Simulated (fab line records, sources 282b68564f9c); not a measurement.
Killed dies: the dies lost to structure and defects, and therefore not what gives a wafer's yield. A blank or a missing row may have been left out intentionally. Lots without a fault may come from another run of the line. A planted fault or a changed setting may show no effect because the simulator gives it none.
Struck lot and sound lot, side by side	flow ritCmos	16 steps out of a route of 202
Sound: these wafers, L884.1, L884.3, L884.4. Wafers struck: L890.1, L890.5, L890.6. The cause is named last.
At each step with rows: each side's tool, then ch and its chambers, then its first start. Under that, the readings that differ: sound wafers	struck wafers	difference of the means	sigmas: that difference in standard deviations of wafers without a fault.
alike: readings with means less than 2 such deviations apart, plus words and numbers identical on both sides. not compared: withheld readings, readings lacking a value on some wafer, bounds such as >300 that could conceal the same value, and numbers that have no deviation in the record and whose values overlap.
The two part at a step that has a row with sigmas, a row that says differs or no value, or rows on one side only. When numbers do not overlap yet have no deviation, they are printed without sigmas and do not part them. A reading that every wafer of one side lacks parts them only if that side has two wafers or more.

first, 4 steps without rows for these wafers: RIT_ACTIVE_SOFTBAKE_07 (time 57.02 s); RIT_ACTIVE_EXPOSE_08 (exposes mask M1, target cd 1400 nm); RIT_ACTIVE_PEB_09; RIT_ACTIVE_DEVELOP_10 (develop time 50 s).
RIT_ACTIVE_CD_MEAS_11 targets a cd of 1400 nm.
  sound: cdSem-01 at day 3 16:26; struck: cdSem-01 at day 4 22:26
  alike: cdNm
then, 1 step without rows for these wafers: RIT_ACTIVE_HARDBAKE_12 (time 60 s).
RIT_ACTIVE_ETCH_13: etches Si3N4 in SF6, stops on SiO2, time 210 s, target depth 210 nm.
  sound on rieDiel-01 ch 2,3, day 3 16:43; struck on rieDiel-02 ch 0,3, day 4 22:43
  alike: drypumpMotorCurrentA, oesProductAu, throttleValvePct
  not compared: rfHoursCounterH
RIT_ACTIVE_STRIP_14: strips in O2, time 180 s.
  sound on plasmaAsher-03 ch 0,1, day 3 16:50; struck on plasmaAsher-01 ch 0,1, day 4 22:50
reading	sound	struck	difference	sigmas
drypumpMotorCurrentA (A)	6.7 6.7 6.4	5.7 5.2 5.7	-1.1	-2
  alike: o2FlowSccm
  not compared: rfHoursCounterH
RIT_ACTIVE_CD_MEAS_90 targets a cd of 1400 nm.
  sound: cdSem-02 at day 3 17:01; struck: cdSem-01 at day 4 23:01
  alike: cdNm
then, 3 steps without rows for these wafers: RIT_ACTIVE_CLEAN_15 (cleans in SC1, time 600 s); RIT_ACTIVE_CLEAN_16 (cleans in dHF, time 30 s); RIT_ACTIVE_CLEAN_17 (cleans in SC2, time 600 s).
RIT_FOX1_OXIDATION_00: target thk 350.7 nm, ox time 1130 s.
  sound on furnace-02 ch 0, day 3 18:10; struck on furnace-03 ch 0, day 5 01:06
reading	sound	struck	difference	sigmas
spikeTcCentreC (C)	1103.2 1102.1 1102.8	1061.5 1062.6 1061.1	-41.0	-37
spikeTcLoadC (C)	1126.9 1127.1 1126.8	1084.0 1081.5 1083.3	-44.0	-24
spikeTcSourceC (C)	1119 1119 1120	1083 1085 1085	-35	-11
tubeCenterTempC (C)	1099.8 1100.1 1100	1060 1060 1059.8	-40	-99 or more
tube_center_temp_C_max	1102.9 1102.8 1103.1	1062.5 1062.6 1063.4	-40.1	-79
zonePowerSourcePct (%)	43.6 43.9 44.6	38.1 37.4 37.8	-6.3	-4
model.SiO2_of_FOX1_OXIDATION_00.thkNm (nm)	359.4 349.2 356.5	274.5 276 276.6	-79.3	
  alike: zonePowerLoadPct
RIT_FOX1_THK_MEAS_01:
  sound: filmMetro-03 at day 3 19:29; struck: filmMetro-01 at day 5 02:25
reading	sound	struck	difference	sigmas
FOX1_OXIDE_THK (nm)	359 349 357	275 276 276	-79	-11
then, 1 step without rows for these wafers: RIT_FOX1_WET_ETCH_02 (etches SiO2 in BOE, target depth 350 nm, time 390 s).
RIT_M1_PROBE_99:
  the record has rows for the sound wafers here (prober-01, day 5 11:58) and none for the struck ones

WHERE THEY PART
First at RIT_ACTIVE_STRIP_14; last, within this record, at RIT_M1_PROBE_99.

WHY: the cause the simulator had injected
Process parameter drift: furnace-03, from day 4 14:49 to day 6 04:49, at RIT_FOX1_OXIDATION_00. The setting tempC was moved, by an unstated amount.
